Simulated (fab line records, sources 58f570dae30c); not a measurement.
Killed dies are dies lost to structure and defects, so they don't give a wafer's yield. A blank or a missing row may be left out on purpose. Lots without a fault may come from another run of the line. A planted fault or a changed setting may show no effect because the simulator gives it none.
Which tool did it? | flow berkeley_cmos170 | 7 lots, 21 wafers sampled, at 3 steps of a route of 331

WHAT THE GAUGES READ, wafer by wafer
UCB170_PLDD_TW_MEAS_11.
lot  | measured     | on            | PLDD_TW
L171 | day 7 10:24  | film_metro-03 | 997 986 988
L173 | day 7 18:39  | film_metro-03 | 987 994 990
L175 | day 8 14:19  | film_metro-01 | 999 1001 1004
L178 | day 8 15:11  | film_metro-01 | 1003 1001 999
L181 | day 10 08:12 | film_metro-03 | 1116 1121 1127
L189 | day 11 19:11 | film_metro-03 | 993 1001 992
L191 | day 11 22:04 | film_metro-01 | 1009 1007 1007

WHICH TOOL RAN EACH LOT (tool, then ch and the chambers of the sampled wafers, then the start)
lot  | UCB170_PFIELD_STRIP_08              | UCB170_PLDD_IMPLANT_08
L171 | plasma_asher-04 ch 0,1, day 5 02:37 | implanter-04 ch 0, day 7 10:00
L173 | plasma_asher-03 ch 0,1, day 5 13:28 | implanter-01 ch 0, day 7 18:17
L175 | plasma_asher-01 ch 0,1, day 5 22:46 | implanter-04 ch 0, day 8 13:56
L178 | plasma_asher-03 ch 0,1, day 6 08:35 | implanter-02 ch 0, day 8 14:47
L181 | plasma_asher-01 ch 0,1, day 7 08:42 | implanter-04 ch 0, day 10 07:49
L189 | plasma_asher-01 ch 1, day 9 06:37   | implanter-02 ch 0, day 11 18:47
L191 | plasma_asher-04 ch 0,1, day 9 15:47 | implanter-02 ch 0, day 11 21:40
- UCB170_PFIELD_STRIP_08: strips in O2.
- UCB170_PLDD_IMPLANT_08

THE ANSWER, worked out from the rows above alone
Rule: what is usual is taken from the lots themselves. Put in order of their means at a reading, lots are off if they are a third of the lots or fewer, leave a main group of 4 or more, and stand apart from it by a gap of 3 or more times the standard deviation of the main group's means; of several such gaps the widest counts. A main group whose means are all the same, to the digits that the tables above print for the reading, isn't used. A lot without any number at a reading at which 4 lots or more have one is off too. The other lots that the step has rows for count as sound.
Off: L181, at UCB170_PLDD_TW_MEAS_11 (PLDD_TW). The main group: mean 998, standard deviation 6.3.
A tool fits if, at a process step before that reading, it ran every lot that is off, and no sound lot after the first of them. The gauges at UCB170_PLDD_TW_MEAS_11 are tried like those tools. One fits: implanter-04 at UCB170_PLDD_IMPLANT_08. Its last sound lot is L175 (day 8 13:56), its first lot that is off L181 (day 10 07:49): a fault that began between those two fits.

WHAT THE SIMULATOR HAD PUT IN
Process parameter drift: implanter-04, from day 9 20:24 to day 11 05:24, at UCB170_PLDD_IMPLANT_08. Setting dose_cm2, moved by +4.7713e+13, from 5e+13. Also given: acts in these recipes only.
Lots struck among those shown: L181. The rule above found the same.
